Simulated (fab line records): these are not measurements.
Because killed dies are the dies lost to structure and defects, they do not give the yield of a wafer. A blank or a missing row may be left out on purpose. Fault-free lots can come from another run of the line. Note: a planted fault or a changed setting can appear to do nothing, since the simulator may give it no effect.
fab line records :: flow rit_cmos
[record]
  lots = 6
  wafers = 18
  last_day = 7
route steps=202 shown SPACER@130 NSD@131 PSD@142 M1@202
lots untouched by any fault: they come from a run of this same line in which no faults occurred
start_h: hours from the record's opening day to when the first of the lot's shown wafers began :: wait_h: how many hours have passed since the lot's step before this one :: " identical to the entry in the row above :: L1.1+2: a single row standing in for several wafers :: - no value, or no start given :: * or withheld: withheld :: < > ~ a bound
route shown NAME@n: a module of which the file shows steps, and the number in the route of the first :: usual: average and standard deviation across the fault-free wafers :: same: alike in all rows :: chamber/n: place in a boat :: sites: readings site by site :: _std_site: standard deviation of those values :: _edge_site: the outer-site mean with the inner-site mean subtracted :: radius_mm: for every site, how far away it sits from the centre of the wafer :: mask NAME#n: copy n :: behind: the last tool/chamber to shape the wafer :: hold: why the lot went on hold/how many hours it stayed there/how the hold came to an end :: device: the transistor (n, p or np) that didn't switch :: end of line: tests run on the same wafers once the route is complete :: where a step has no rows: the recipe by itself :: killed: dies that structure and defects cost at the first sort, which is not the same as the wafer's yield :: map: per-die view of a wafer (x killed, . not killed, _ where there is no die)
set.NAME: the setting the step ran with; set.NAME@STEP: the setting that earlier step ran with :: model.NAME: the simulator's own value behind a step, which no gauge read
lots at some steps of the route; a table a step, a row a wafer
services: a tool's chamber out of use, with start hour (start_h, from the record's first day; less than 0 if before it), hours out, and reason
[[steps]]
[step RIT_SPACER_ETCHBACK_05]
[recipe]
  target_depth_a = 2500
  SF6_flow_sccm = 30
  CHF3_flow_sccm = 30
  target = Si3N4
  chemistry = SF6/CHF3
  pressure_mtorr = 40
  rf_w = 250
  time_s = 240
  stop_on = SiO2
[usual]
  SF6_flow_sccm = 30.00/0.093
  chamber_pressure_mTorr = 40.00/0.036
  drypump_motor_current_A = 5.7/0.32
  oes_product_au = 0.839/0.012
  rf_fwd_power_W = 249.5/0.97
  throttle_valve_pct = 10.27/0.12
lot.wafer: L240.1
tool: rie_diel-04
chamber: 0
start_h: 65.19
wait_h: 0.1
SF6_flow_sccm: 29.95
chamber_pressure_mTorr: 39.99
drypump_motor_current_A: 5.3
oes_product_au: 0.837
rf_fwd_power_W: 249.6
rf_hours_counter_h: 130
throttle_valve_pct: 10.37

lot.wafer: L240.5
tool: rie_diel-04
chamber: 3
start_h: 65.19
wait_h: 0.1
SF6_flow_sccm: 30.01
chamber_pressure_mTorr: 40.03
drypump_motor_current_A: 6.1
oes_product_au: 0.844
rf_fwd_power_W: 251.4
rf_hours_counter_h: -
throttle_valve_pct: 10.06

lot.wafer: L240.6
tool: rie_diel-04
chamber: 1
start_h: 65.19
wait_h: 0.1
SF6_flow_sccm: 30.10
chamber_pressure_mTorr: 39.97
drypump_motor_current_A: 5.7
oes_product_au: 0.862
rf_fwd_power_W: 251.3
rf_hours_counter_h: -
throttle_valve_pct: 10.30

lot.wafer: L242.1
tool: rie_diel-02
chamber: 3
start_h: 76.08
wait_h: 0.1
SF6_flow_sccm: 30.02
chamber_pressure_mTorr: 39.95
drypump_motor_current_A: 5.5
oes_product_au: 0.833
rf_fwd_power_W: 249.6
rf_hours_counter_h: 3
throttle_valve_pct: 10.30

lot.wafer: L242.3
tool: rie_diel-02
chamber: 1
start_h: 76.08
wait_h: 0.1
SF6_flow_sccm: 29.93
chamber_pressure_mTorr: 40.10
drypump_motor_current_A: 6.1
oes_product_au: 0.825
rf_fwd_power_W: 248.5
rf_hours_counter_h: 5
throttle_valve_pct: 10.16

lot.wafer: L242.5
tool: rie_diel-02
chamber: 2
start_h: 76.08
wait_h: 0.1
SF6_flow_sccm: 30.03
chamber_pressure_mTorr: 39.95
drypump_motor_current_A: 5.4
oes_product_au: 0.842
rf_fwd_power_W: 248.3
rf_hours_counter_h: -
throttle_valve_pct: 10.30

lot.wafer: L249.1
tool: rie_diel-02
chamber: 3
start_h: 114.95
wait_h: 0.1
SF6_flow_sccm: 29.83
chamber_pressure_mTorr: 39.95
drypump_motor_current_A: 5.5
oes_product_au: 0.827
rf_fwd_power_W: 250.1
rf_hours_counter_h: 4
throttle_valve_pct: 10.31

lot.wafer: L249.5
tool: rie_diel-02
chamber: 3
start_h: 114.95
wait_h: 0.1
SF6_flow_sccm: 29.99
chamber_pressure_mTorr: 40.00
drypump_motor_current_A: 5.5
oes_product_au: 0.839
rf_fwd_power_W: 251.2
rf_hours_counter_h: -
throttle_valve_pct: 10.31

lot.wafer: L249.6
tool: rie_diel-02
chamber: 2
start_h: 114.95
wait_h: 0.1
SF6_flow_sccm: 30.03
chamber_pressure_mTorr: 40.03
drypump_motor_current_A: 5.4
oes_product_au: 0.838
rf_fwd_power_W: 251.3
rf_hours_counter_h: -
throttle_valve_pct: 10.32

lot.wafer: L255.1
tool: rie_diel-02
chamber: 3
start_h: 141.78
wait_h: 0.1
SF6_flow_sccm: 29.99
chamber_pressure_mTorr: 39.99
drypump_motor_current_A: 5.5
oes_product_au: 0.834
rf_fwd_power_W: 250.5
rf_hours_counter_h: 4
throttle_valve_pct: 10.30

lot.wafer: L255.4
tool: rie_diel-02
chamber: 0
start_h: 141.78
wait_h: 0.1
SF6_flow_sccm: 29.91
chamber_pressure_mTorr: 40.06
drypump_motor_current_A: 5.7
oes_product_au: 0.833
rf_fwd_power_W: 250.3
rf_hours_counter_h: 133
throttle_valve_pct: 10.21

lot.wafer: L255.6
tool: rie_diel-02
chamber: 2
start_h: 141.78
wait_h: 0.1
SF6_flow_sccm: 30.00
chamber_pressure_mTorr: 40.00
drypump_motor_current_A: 5.3
oes_product_au: 0.837
rf_fwd_power_W: 251.0
rf_hours_counter_h: -
throttle_valve_pct: 10.31

lot.wafer: L256.3
tool: rie_diel-01
chamber: 2
start_h: 144.91
wait_h: 0.0
SF6_flow_sccm: 29.95
chamber_pressure_mTorr: 40.01
drypump_motor_current_A: 5.4
oes_product_au: 0.862
rf_fwd_power_W: 248.3
rf_hours_counter_h: 4
throttle_valve_pct: 10.27

lot.wafer: L256.4
tool: rie_diel-01
chamber: 3
start_h: 144.91
wait_h: 0.0
SF6_flow_sccm: 30.03
chamber_pressure_mTorr: 40.02
drypump_motor_current_A: 6.1
oes_product_au: 0.834
rf_fwd_power_W: 247.7
rf_hours_counter_h: -
throttle_valve_pct: 10.03

lot.wafer: L256.6
tool: rie_diel-01
chamber: 0
start_h: 144.91
wait_h: 0.0
SF6_flow_sccm: 30.15
chamber_pressure_mTorr: 40.01
drypump_motor_current_A: 6.4
oes_product_au: 0.831
rf_fwd_power_W: 249.9
rf_hours_counter_h: -
throttle_valve_pct: 10.32

lot.wafer: L257.1
tool: rie_diel-04
chamber: 0
start_h: 152.42
wait_h: 0.1
SF6_flow_sccm: 29.88
chamber_pressure_mTorr: 39.99
drypump_motor_current_A: 5.3
oes_product_au: 0.833
rf_fwd_power_W: 249.5
rf_hours_counter_h: 132
throttle_valve_pct: 10.38

lot.wafer: L257.5
tool: rie_diel-04
chamber: 3
start_h: 152.42
wait_h: 0.1
SF6_flow_sccm: 29.92
chamber_pressure_mTorr: 39.98
drypump_motor_current_A: 6.1
oes_product_au: 0.841
rf_fwd_power_W: 249.9
rf_hours_counter_h: -
throttle_valve_pct: 10.06

lot.wafer: L257.6
tool: rie_diel-04
chamber: 2
start_h: 152.42
wait_h: 0.1
SF6_flow_sccm: 29.98
chamber_pressure_mTorr: 40.04
drypump_motor_current_A: 5.8
oes_product_au: 0.818
rf_fwd_power_W: 248.3
rf_hours_counter_h: -
throttle_valve_pct: 10.49
[step RIT_NSD_HMDS_00]
[recipe]
  prime_time_s = 60
  prime_temp_c = 140
[step RIT_NSD_COAT_01]
[recipe]
  resist = NOVOLAK
  spin_rpm = 3250
  resist_thk_nm = 1000
[step RIT_NSD_SOFTBAKE_02]
[recipe]
  resist = NOVOLAK
  temp_c = 90
  time_s = 60
[step RIT_NSD_EXPOSE_03]
[recipe]
  mask_id = M9
  na = 0.57
  target_cd_nm = 40700
  dose_mj = 250
[step RIT_NSD_PEB_04]
[recipe]
  resist = NOVOLAK
  temp_c = withheld
  time_s = withheld
[step RIT_NSD_DEVELOP_05]
[recipe]
  resist = NOVOLAK
  develop_time_s = 50
  dev_temp_c = 23
[step RIT_NSD_OVL_MEAS_06]
[usual]
  NSD_OVL = 0.5/1.5
lot.wafer: L240.1
tool: overlay-01
chamber: -
start_h: 66.23
wait_h: -
NSD_OVL[nm]: 1.9

lot.wafer: L240.5
tool: overlay-01
chamber: -
start_h: 66.23
wait_h: -
NSD_OVL[nm]: 1.8

lot.wafer: L240.6
tool: overlay-01
chamber: -
start_h: 66.23
wait_h: -
NSD_OVL[nm]: 1.0

lot.wafer: L242.1
tool: overlay-02
chamber: -
start_h: 77.21
wait_h: -
NSD_OVL[nm]: -2.2

lot.wafer: L242.3
tool: overlay-02
chamber: -
start_h: 77.21
wait_h: -
NSD_OVL[nm]: -1.2

lot.wafer: L242.5
tool: overlay-02
chamber: -
start_h: 77.21
wait_h: -
NSD_OVL[nm]: -1.0

lot.wafer: L249.1
tool: overlay-01
chamber: -
start_h: 116.16
wait_h: -
NSD_OVL[nm]: 0.2

lot.wafer: L249.5
tool: overlay-01
chamber: -
start_h: 116.16
wait_h: -
NSD_OVL[nm]: 3.0

lot.wafer: L249.6
tool: overlay-01
chamber: -
start_h: 116.16
wait_h: -
NSD_OVL[nm]: -0.6

lot.wafer: L255.1
tool: overlay-01
chamber: -
start_h: 142.91
wait_h: -
NSD_OVL[nm]: 1.0

lot.wafer: L255.4
tool: overlay-01
chamber: -
start_h: 142.91
wait_h: -
NSD_OVL[nm]: 1.6

lot.wafer: L255.6
tool: overlay-01
chamber: -
start_h: 142.91
wait_h: -
NSD_OVL[nm]: 2.1

lot.wafer: L256.3
tool: overlay-01
chamber: -
start_h: 145.92
wait_h: -
NSD_OVL[nm]: 0.3

lot.wafer: L256.4
tool: overlay-01
chamber: -
start_h: 145.92
wait_h: -
NSD_OVL[nm]: 3.0

lot.wafer: L256.6
tool: overlay-01
chamber: -
start_h: 145.92
wait_h: -
NSD_OVL[nm]: 1.6

lot.wafer: L257.1
tool: overlay-02
chamber: -
start_h: 153.54
wait_h: -
NSD_OVL[nm]: -0.5

lot.wafer: L257.5
tool: overlay-02
chamber: -
start_h: 153.54
wait_h: -
NSD_OVL[nm]: -0.3

lot.wafer: L257.6
tool: overlay-02
chamber: -
start_h: 153.54
wait_h: -
NSD_OVL[nm]: -0.8
[step RIT_NSD_HARDBAKE_07]
[recipe]
  resist = NOVOLAK
  temp_c = 139.2
  time_s = 60
[step RIT_NSD_IMPLANT_08]
[recipe]
  species = P
  energy_kev = 25
  dose_cm2 = 1e+15
  tilt_deg = 7
[step RIT_NSD_STRIP_09]
[recipe]
  chemistry = O2
  time_s = 180
  resist = NOVOLAK
  platen_temp_c = withheld
  power_w = 500
  pressure_mtorr = 4000
  o2_flow_sccm = 4000
[usual]
  chamber_pressure_mTorr = 4000/3.9
  drypump_motor_current_A = 5.6/0.47
lot.wafer: L240.1
tool: plasma_asher-02
chamber: 1
start_h: 66.56
wait_h: 0.1
chamber_pressure_mTorr: 3998
drypump_motor_current_A: 6.2
rf_hours_counter_h: 43

lot.wafer: L240.5
tool: plasma_asher-02
chamber: 0
start_h: 66.56
wait_h: 0.1
chamber_pressure_mTorr: 3997
drypump_motor_current_A: 5.2
rf_hours_counter_h: -

lot.wafer: L240.6
tool: plasma_asher-02
chamber: 1
start_h: 66.56
wait_h: 0.1
chamber_pressure_mTorr: 3998
drypump_motor_current_A: 6.2
rf_hours_counter_h: -

lot.wafer: L242.1
tool: plasma_asher-02
chamber: 0
start_h: 77.54
wait_h: 0.1
chamber_pressure_mTorr: 4000
drypump_motor_current_A: 5.2
rf_hours_counter_h: 44

lot.wafer: L242.3
tool: plasma_asher-02
chamber: 0
start_h: 77.54
wait_h: 0.1
chamber_pressure_mTorr: 3996
drypump_motor_current_A: 5.2
rf_hours_counter_h: -

lot.wafer: L242.5
tool: plasma_asher-02
chamber: 1
start_h: 77.54
wait_h: 0.1
chamber_pressure_mTorr: 3995
drypump_motor_current_A: 6.2
rf_hours_counter_h: -

lot.wafer: L249.1
tool: plasma_asher-04
chamber: 1
start_h: 116.50
wait_h: 0.1
chamber_pressure_mTorr: 4004
drypump_motor_current_A: 5.4
rf_hours_counter_h: 34

lot.wafer: L249.5
tool: plasma_asher-04
chamber: 1
start_h: 116.50
wait_h: 0.1
chamber_pressure_mTorr: 4000
drypump_motor_current_A: 5.4
rf_hours_counter_h: -

lot.wafer: L249.6
tool: plasma_asher-04
chamber: 0
start_h: 116.50
wait_h: 0.1
chamber_pressure_mTorr: 4008
drypump_motor_current_A: 6.1
rf_hours_counter_h: -

lot.wafer: L255.1
tool: plasma_asher-01
chamber: 0
start_h: 143.24
wait_h: 0.1
chamber_pressure_mTorr: 3996
drypump_motor_current_A: 4.8
rf_hours_counter_h: 52

lot.wafer: L255.4
tool: plasma_asher-01
chamber: 0
start_h: 143.24
wait_h: 0.1
chamber_pressure_mTorr: 3999
drypump_motor_current_A: 4.8
rf_hours_counter_h: -

lot.wafer: L255.6
tool: plasma_asher-01
chamber: 0
start_h: 143.24
wait_h: 0.1
chamber_pressure_mTorr: 3996
drypump_motor_current_A: 4.8
rf_hours_counter_h: -

lot.wafer: L256.3
tool: plasma_asher-02
chamber: 1
start_h: 146.31
wait_h: 0.1
chamber_pressure_mTorr: 3994
drypump_motor_current_A: 6.2
rf_hours_counter_h: -

lot.wafer: L256.4
tool: plasma_asher-02
chamber: 0
start_h: 146.31
wait_h: 0.1
chamber_pressure_mTorr: 4001
drypump_motor_current_A: 5.2
rf_hours_counter_h: -

lot.wafer: L256.6
tool: plasma_asher-02
chamber: 0
start_h: 146.31
wait_h: 0.1
chamber_pressure_mTorr: 3994
drypump_motor_current_A: 5.2
rf_hours_counter_h: -

lot.wafer: L257.1
tool: plasma_asher-02
chamber: 1
start_h: 153.88
wait_h: 0.1
chamber_pressure_mTorr: 3998
drypump_motor_current_A: 6.2
rf_hours_counter_h: 3

lot.wafer: L257.5
tool: plasma_asher-02
chamber: 1
start_h: 153.88
wait_h: 0.1
chamber_pressure_mTorr: 4008
drypump_motor_current_A: 6.2
rf_hours_counter_h: -

lot.wafer: L257.6
tool: plasma_asher-02
chamber: 0
start_h: 153.88
wait_h: 0.1
chamber_pressure_mTorr: 3997
drypump_motor_current_A: 5.2
rf_hours_counter_h: -
[step RIT_NSD_TW_MEAS_10]
[usual]
  NSD_TW = 3117/22
lot.wafer: L240.1
tool: film_metro-02
chamber: -
start_h: 66.74
wait_h: 0.1
NSD_TW: 3129

lot.wafer: L240.5
tool: film_metro-02
chamber: -
start_h: 66.74
wait_h: 0.1
NSD_TW: 3131

lot.wafer: L240.6
tool: film_metro-02
chamber: -
start_h: 66.74
wait_h: 0.1
NSD_TW: 3124

lot.wafer: L242.1
tool: film_metro-02
chamber: -
start_h: 77.72
wait_h: 0.1
NSD_TW: 3116

lot.wafer: L242.3
tool: film_metro-02
chamber: -
start_h: 77.72
wait_h: 0.1
NSD_TW: 3108

lot.wafer: L242.5
tool: film_metro-02
chamber: -
start_h: 77.72
wait_h: 0.1
NSD_TW: 3126

lot.wafer: L249.1
tool: film_metro-02
chamber: -
start_h: 116.67
wait_h: 0.1
NSD_TW: 3086

lot.wafer: L249.5
tool: film_metro-02
chamber: -
start_h: 116.67
wait_h: 0.1
NSD_TW: 3085

lot.wafer: L249.6
tool: film_metro-02
chamber: -
start_h: 116.67
wait_h: 0.1
NSD_TW: 3082

lot.wafer: L255.1
tool: film_metro-03
chamber: -
start_h: 143.42
wait_h: 0.1
NSD_TW: 3109

lot.wafer: L255.4
tool: film_metro-03
chamber: -
start_h: 143.42
wait_h: 0.1
NSD_TW: 3086

lot.wafer: L255.6
tool: film_metro-03
chamber: -
start_h: 143.42
wait_h: 0.1
NSD_TW: 3083

lot.wafer: L256.3
tool: film_metro-02
chamber: -
start_h: 146.44
wait_h: 0.1
NSD_TW: 3104

lot.wafer: L256.4
tool: film_metro-02
chamber: -
start_h: 146.44
wait_h: 0.1
NSD_TW: 3114

lot.wafer: L256.6
tool: film_metro-02
chamber: -
start_h: 146.44
wait_h: 0.1
NSD_TW: 3086

lot.wafer: L257.1
tool: film_metro-01
chamber: -
start_h: 154.05
wait_h: 0.1
NSD_TW: 3133

lot.wafer: L257.5
tool: film_metro-01
chamber: -
start_h: 154.05
wait_h: 0.1
NSD_TW: 3137

lot.wafer: L257.6
tool: film_metro-01
chamber: -
start_h: 154.05
wait_h: 0.1
NSD_TW: 3146
[step RIT_PSD_HMDS_00]
[recipe]
  prime_time_s = 60
  prime_temp_c = 140
[usual]
  prime_temp_c = 140.01/0.13
  resist_line_temp_C = 23.01/0.11
lot.wafer: L240.1
tool: litho_track-04
chamber: 0
start_h: 66.80
wait_h: 0.1
prime_temp_c: 139.82
resist_line_temp_C: 23.11

lot.wafer: L240.5
tool: litho_track-04
chamber: 0
start_h: 66.80
wait_h: 0.1
prime_temp_c: 140.08
resist_line_temp_C: 23.14

lot.wafer: L240.6
tool: litho_track-04
chamber: 0
start_h: 66.80
wait_h: 0.1
prime_temp_c: 139.98
resist_line_temp_C: 23.13

lot.wafer: L242.1
tool: litho_track-04
chamber: 0
start_h: 77.78
wait_h: 0.1
prime_temp_c: 140.12
resist_line_temp_C: 22.98

lot.wafer: L242.3
tool: litho_track-04
chamber: 0
start_h: 77.78
wait_h: 0.1
prime_temp_c: 140.20
resist_line_temp_C: 22.94

lot.wafer: L242.5
tool: litho_track-04
chamber: 0
start_h: 77.78
wait_h: 0.1
prime_temp_c: 140.12
resist_line_temp_C: 23.00

lot.wafer: L249.1
tool: litho_track-04
chamber: 0
start_h: 116.73
wait_h: 0.1
prime_temp_c: 140.08
resist_line_temp_C: 23.12

lot.wafer: L249.5
tool: litho_track-04
chamber: 0
start_h: 116.73
wait_h: 0.1
prime_temp_c: 139.87
resist_line_temp_C: 23.03

lot.wafer: L249.6
tool: litho_track-04
chamber: 0
start_h: 116.73
wait_h: 0.1
prime_temp_c: 139.95
resist_line_temp_C: 22.98

lot.wafer: L255.1
tool: litho_track-04
chamber: 0
start_h: 143.48
wait_h: 0.1
prime_temp_c: 143.30
resist_line_temp_C: 23.02

lot.wafer: L255.4
tool: litho_track-04
chamber: 0
start_h: 143.48
wait_h: 0.1
prime_temp_c: 143.11
resist_line_temp_C: 23.01

lot.wafer: L255.6
tool: litho_track-04
chamber: 0
start_h: 143.48
wait_h: 0.1
prime_temp_c: 143.48
resist_line_temp_C: 23.02

lot.wafer: L256.3
tool: litho_track-04
chamber: 0
start_h: 146.53
wait_h: 0.1
prime_temp_c: 143.15
resist_line_temp_C: 22.82

lot.wafer: L256.4
tool: litho_track-04
chamber: 0
start_h: 146.53
wait_h: 0.1
prime_temp_c: 143.28
resist_line_temp_C: 22.89

lot.wafer: L256.6
tool: litho_track-04
chamber: 0
start_h: 146.53
wait_h: 0.1
prime_temp_c: 143.07
resist_line_temp_C: 22.89

lot.wafer: L257.1
tool: litho_track-01
chamber: 0
start_h: 154.11
wait_h: 0.1
prime_temp_c: 140.15
resist_line_temp_C: 23.04

lot.wafer: L257.5
tool: litho_track-01
chamber: 0
start_h: 154.11
wait_h: 0.1
prime_temp_c: 139.91
resist_line_temp_C: 22.99

lot.wafer: L257.6
tool: litho_track-01
chamber: 0
start_h: 154.11
wait_h: 0.1
prime_temp_c: 140.29
resist_line_temp_C: 23.04
[step RIT_PSD_COAT_01]
[recipe]
  resist = NOVOLAK
  spin_rpm = 3250
  resist_thk_nm = 1000
[step RIT_M1_PROBE_99]
[usual]
  killed_at_contacts = 0.1/0.36
  killed_at_front_end = 7.2/2.9
  killed_dies = 7.4/2.9
  killed_open = 3.8/2
  killed_short = 3.5/2
[same]
  gross_dies = 264
  killed_at_M0_to_M3 = 0
  killed_at_M4_up = 0
  killed_at_back_side = 0
  killed_at_other = 0
lot.wafer: L240.1
tool: prober-02
chamber: -
start_h: 76.39
wait_h: 0.1
killed_at_contacts: 0
killed_at_front_end: 8
killed_dies: 8
killed_open: 1
killed_short: 7

lot.wafer: L240.5
tool: prober-02
chamber: -
start_h: 76.59
wait_h: 0.2
killed_at_contacts: 0
killed_at_front_end: 4
killed_dies: 4
killed_open: 1
killed_short: 3

lot.wafer: L240.6
tool: prober-02
chamber: -
start_h: 76.64
wait_h: 0.2
killed_at_contacts: 0
killed_at_front_end: 6
killed_dies: 6
killed_open: 4
killed_short: 2

lot.wafer: L242.1
tool: prober-02
chamber: -
start_h: 88.67
wait_h: 0.1
killed_at_contacts: 1
killed_at_front_end: 9
killed_dies: 10
killed_open: 4
killed_short: 6

lot.wafer: L242.3
tool: prober-02
chamber: -
start_h: 88.77
wait_h: 0.2
killed_at_contacts: 0
killed_at_front_end: 7
killed_dies: 7
killed_open: 4
killed_short: 3

lot.wafer: L242.5
tool: prober-02
chamber: -
start_h: 88.87
wait_h: 0.2
killed_at_contacts: 1
killed_at_front_end: 5
killed_dies: 6
killed_open: 3
killed_short: 3

lot.wafer: L249.1
tool: prober-02
chamber: -
start_h: 126.59
wait_h: 0.1
killed_at_contacts: 0
killed_at_front_end: 10
killed_dies: 10
killed_open: 4
killed_short: 6

lot.wafer: L249.5
tool: prober-02
chamber: -
start_h: 126.79
wait_h: 0.2
killed_at_contacts: 0
killed_at_front_end: 15
killed_dies: 15
killed_open: 10
killed_short: 5

lot.wafer: L249.6
tool: prober-02
chamber: -
start_h: 126.84
wait_h: 0.2
killed_at_contacts: 0
killed_at_front_end: 7
killed_dies: 7
killed_open: 4
killed_short: 3

lot.wafer: L255.1
tool: prober-02
chamber: -
start_h: 153.02
wait_h: 0.1
killed_at_contacts: 0
killed_at_front_end: 6
killed_dies: 6
killed_open: 3
killed_short: 3

lot.wafer: L255.4
tool: prober-02
chamber: -
start_h: 153.17
wait_h: 0.2
killed_at_contacts: 0
killed_at_front_end: 11
killed_dies: 11
killed_open: 4
killed_short: 7

lot.wafer: L255.6
tool: prober-02
chamber: -
start_h: 153.27
wait_h: 0.2
killed_at_contacts: 0
killed_at_front_end: 10
killed_dies: 10
killed_open: 6
killed_short: 4

lot.wafer: L256.3
tool: prober-01
chamber: -
start_h: 156.33
wait_h: 0.2
killed_at_contacts: 0
killed_at_front_end: 4
killed_dies: 4
killed_open: 2
killed_short: 2

lot.wafer: L256.4
tool: prober-01
chamber: -
start_h: 156.38
wait_h: 0.2
killed_at_contacts: 0
killed_at_front_end: 7
killed_dies: 7
killed_open: 5
killed_short: 2

lot.wafer: L256.6
tool: prober-01
chamber: -
start_h: 156.48
wait_h: 0.2
killed_at_contacts: 0
killed_at_front_end: 9
killed_dies: 9
killed_open: 3
killed_short: 6

lot.wafer: L257.1
tool: prober-02
chamber: -
start_h: 163.32
wait_h: 0.1
killed_at_contacts: 0
killed_at_front_end: 7
killed_dies: 7
killed_open: 6
killed_short: 1

lot.wafer: L257.5
tool: prober-02
chamber: -
start_h: 163.52
wait_h: 0.2
killed_at_contacts: 0
killed_at_front_end: 5
killed_dies: 5
killed_open: 1
killed_short: 4

lot.wafer: L257.6
tool: prober-02
chamber: -
start_h: 163.57
wait_h: 0.2
killed_at_contacts: 0
killed_at_front_end: 17
killed_dies: 17
killed_open: 8
killed_short: 9
// killed by level:class
L240.1 GATE:geometric_particle:short=5 FOX1:geometric_particle:short=1 FOX2:geometric_particle:short=1 SILICIDE:geometric_particle:open=1
L240.5 GATE:geometric_particle:open=1 GATE:geometric_particle:short=1 REOX:geometric_particle:short=1 SILICIDE:geometric_particle:short=1
L240.6 SPACER:geometric_particle:open=3 FOX2:geometric_particle:open=1 GATE:geometric_particle:short=1 SPACER:geometric_particle:short=1
L242.1 GATE:geometric_particle:short=2 SPACER:geometric_particle:short=2 FOX1:geometric_particle:open=1 GATE:geometric_particle:open=1 REOX:geometric_particle:short=1 SPACER:geometric_particle:open=1 SILICIDE:geometric_particle:open=1 CONTACT:geometric_particle:short=1
L242.3 GATE:geometric_particle:open=3 GATE:geometric_particle:short=1 REOX:geometric_particle:open=1 REOX:geometric_particle:short=1 SPACER:geometric_particle:short=1
L242.5 GATE:geometric_particle:open=2 FOX1:geometric_particle:open=1 REOX:geometric_particle:short=1 SPACER:geometric_particle:short=1 CONTACT:geometric_particle:short=1
L249.1 GATE:geometric_particle:short=4 SILICIDE:geometric_particle:open=2 SILICIDE:geometric_particle:short=2 GATE:geometric_particle:open=1 SPACER:geometric_particle:open=1
L249.5 SILICIDE:geometric_particle:open=4 FOX2:geometric_particle:short=3 SPACER:geometric_particle:open=3 GATE:geometric_particle:open=2 FOX2:geometric_particle:open=1 GATE:geometric_particle:short=1 SPACER:geometric_particle:short=1
L249.6 GATE:geometric_particle:open=3 FOX1:geometric_particle:short=1 FOX2:geometric_particle:open=1 GATE:geometric_particle:short=1 REOX:geometric_particle:short=1
L255.1 GATE:geometric_particle:open=2 SILICIDE:geometric_particle:short=2 SPACER:geometric_particle:short=1 SILICIDE:geometric_particle:open=1
L255.4 FOX1:geometric_particle:short=2 GATE:geometric_particle:short=2 SPACER:geometric_particle:open=2 FOX2:geometric_particle:short=1 GATE:geometric_particle:open=1 SPACER:geometric_particle:short=1 SILICIDE:geometric_particle:short=1 SILICIDE:geometric_particle:open=1
L255.6 GATE:geometric_particle:open=2 SILICIDE:geometric_particle:short=2 SILICIDE:geometric_particle:open=2 FOX2:geometric_particle:short=1 REOX:geometric_particle:short=1 REOX:geometric_particle:open=1 SPACER:geometric_particle:open=1
L256.3 GATE:geometric_particle:open=2 REOX:geometric_particle:short=1 SPACER:geometric_particle:short=1
L256.4 GATE:geometric_particle:open=3 FOX1:geometric_particle:short=1 SPACER:geometric_particle:open=1 SILICIDE:geometric_particle:open=1 SILICIDE:geometric_particle:short=1
L256.6 FOX1:geometric_particle:short=3 SPACER:geometric_particle:short=2 FOX1:geometric_particle:open=1 GATE:geometric_particle:open=1 REOX:geometric_particle:short=1 REOX:geometric_particle:open=1
L257.1 GATE:geometric_particle:open=4 SPACER:geometric_particle:open=2 GATE:geometric_particle:short=1
L257.5 FOX1:geometric_particle:short=2 FOX1:geometric_particle:open=1 GATE:geometric_particle:short=1 SILICIDE:geometric_particle:short=1
L257.6 FOX1:geometric_particle:short=3 GATE:geometric_particle:short=3 GATE:geometric_particle:open=3 FOX1:geometric_particle:open=2 SILICIDE:geometric_particle:open=2 ACTIVE:geometric_particle:short=1 FOX2:geometric_particle:open=1 REOX:geometric_particle:short=1
[[services]]
tool: rie_diel-01
chamber: -
start_h: 45.93
hours: 3.2
kind: repair

tool: rie_diel-02
chamber: 1
start_h: 46.16
hours: 14.7
kind: repair

tool: plasma_asher-04
chamber: -
start_h: 46.32
hours: 3.4
kind: repair

tool: rie_diel-04
chamber: 2
start_h: 63.13
hours: 7.9
kind: repair

tool: rie_diel-02
chamber: 0
start_h: 73.09
hours: 12.9
kind: repair

tool: rie_diel-04
chamber: 1
start_h: 89.77
hours: 16.7
kind: repair

tool: rie_diel-01
chamber: 2
start_h: 101.06
hours: 17.1
kind: repair

tool: plasma_asher-02
chamber: -
start_h: 107.56
hours: 3.9
kind: repair

tool: plasma_asher-04
chamber: -
start_h: 108.75
hours: 1.5
kind: repair

tool: plasma_asher-02
chamber: -
start_h: 111.42
hours: 9.0
kind: pm

tool: plasma_asher-02
chamber: 0
start_h: 111.42
hours: 9.0
kind: vent_cycle

tool: plasma_asher-02
chamber: 1
start_h: 111.42
hours: 9.0
kind: vent_cycle

tool: plasma_asher-02
chamber: 0
start_h: 120.42
hours: -
kind: clean

tool: plasma_asher-02
chamber: 1
start_h: 120.42
hours: -
kind: clean

tool: rie_diel-04
chamber: 3
start_h: 126.35
hours: 2.8
kind: repair

tool: rie_diel-01
chamber: 1
start_h: 135.75
hours: -
kind: clean

tool: rie_diel-01
chamber: 1
start_h: 135.75
hours: 13.7
kind: scheduled_down

tool: rie_diel-01
chamber: 1
start_h: 135.75
hours: 13.7
kind: vent_cycle
[[key]]
[first_sign]
  step = RIT_PSD_HMDS_00
  reading = prime_temp_c
  direction = up
  sigmas = 26
  usual = *
  struck = *
effect none on later readings
met_at RIT_PSD_HMDS_00
struck_wafers L255.1,L255.4,L255.6,L256.3,L256.4,L256.6
tester_left_out L255,L256
onset_between 116.73 143.48
[fault]
  kind = process_parameter_drift
  tool = litho_track-04
  chamber = -
  onset_h = 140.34
  steps = RIT_PSD_HMDS_00
  channel = prime_temp_c
  offset = *
  shape = step
  end_h = 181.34
  acts_in = *
  stated = *
// tester_left_out: of these lots the tester's yield and bins aren't shown, on N5 and GAA mostly nor the transistor test; their killed dies are dies lost to structure and defects alone, not to doping, threshold or leakage, so they don't give the yield
